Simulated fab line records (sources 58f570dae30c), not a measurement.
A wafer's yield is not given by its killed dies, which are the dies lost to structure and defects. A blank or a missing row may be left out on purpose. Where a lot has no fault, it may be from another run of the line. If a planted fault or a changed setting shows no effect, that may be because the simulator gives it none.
Matching of chambers | flow berkeley cmos170 | 4 sister chambers for UCB170_V1_CMP_02 on cmp-02
The step polishes SiO2. 7 wafers are shown with their chamber, then 7 later ones without.

== WAFERS, EACH WITH ITS CHAMBER ==
wafer  | chamber | motor current A (A) | platen rpm (rpm)
L747.1 | 1       | 13.6                | 59.96
L751.5 | 1       | 14.5                | 59.94
L751.6 | 2       | 19.7                | 59.96
L765.4 | 3       | 15.6                | 60.00
L765.5 | 0       | 17.1                | 59.99
L764.1 | 0       | 16.6                | 59.99
L764.2 | 3       | 16.2                | 60.03

== WAFERS WHOSE CHAMBER IS MISSING ==
wafer  | motor current A (A) | platen rpm (rpm)
L764.5 | 20.1                | 59.94
L767.1 | 14.1                | 59.94
L767.3 | 20.1                | 60.03
L767.6 | 16.3                | 59.98
L770.1 | 19.9                | 60.02
L770.2 | 15.8                | 59.97
L770.5 | 18.7                | 59.97

== THE CHAMBER EACH PASSED THROUGH ==
wafer  | from the rows above          | in truth
L764.5 | 2                            | 2
L767.1 | 1                            | 1
L767.3 | 2                            | 2
L767.6 | can't be placed: 0 or 3      | 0
L770.1 | 2                            | 2
L770.2 | can't be placed: 0 or 3 or 1 | 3
L770.5 | can't be placed: 2 or 0      | 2
Correctly placed: 4 of 7. Can't be placed from these rows: 3 (the true chamber is among the candidates in 3). Wrongly placed: 0.
How it was worked out, from the rows above alone: a wafer's distance from a chamber is the root of the sum, over the readings, of the square of ((its reading less the chamber's mean) divided by the reading's scatter). The wafer belongs to the nearest chamber; if the next one is less than 2 further off, it can't be placed. For every chamber, the mean is computed from those of its wafers that are shown. The scatter: take each reading less its chamber's mean, square it, sum over the shown wafers, divide by the number of wafers less the number of chambers, and take the root.
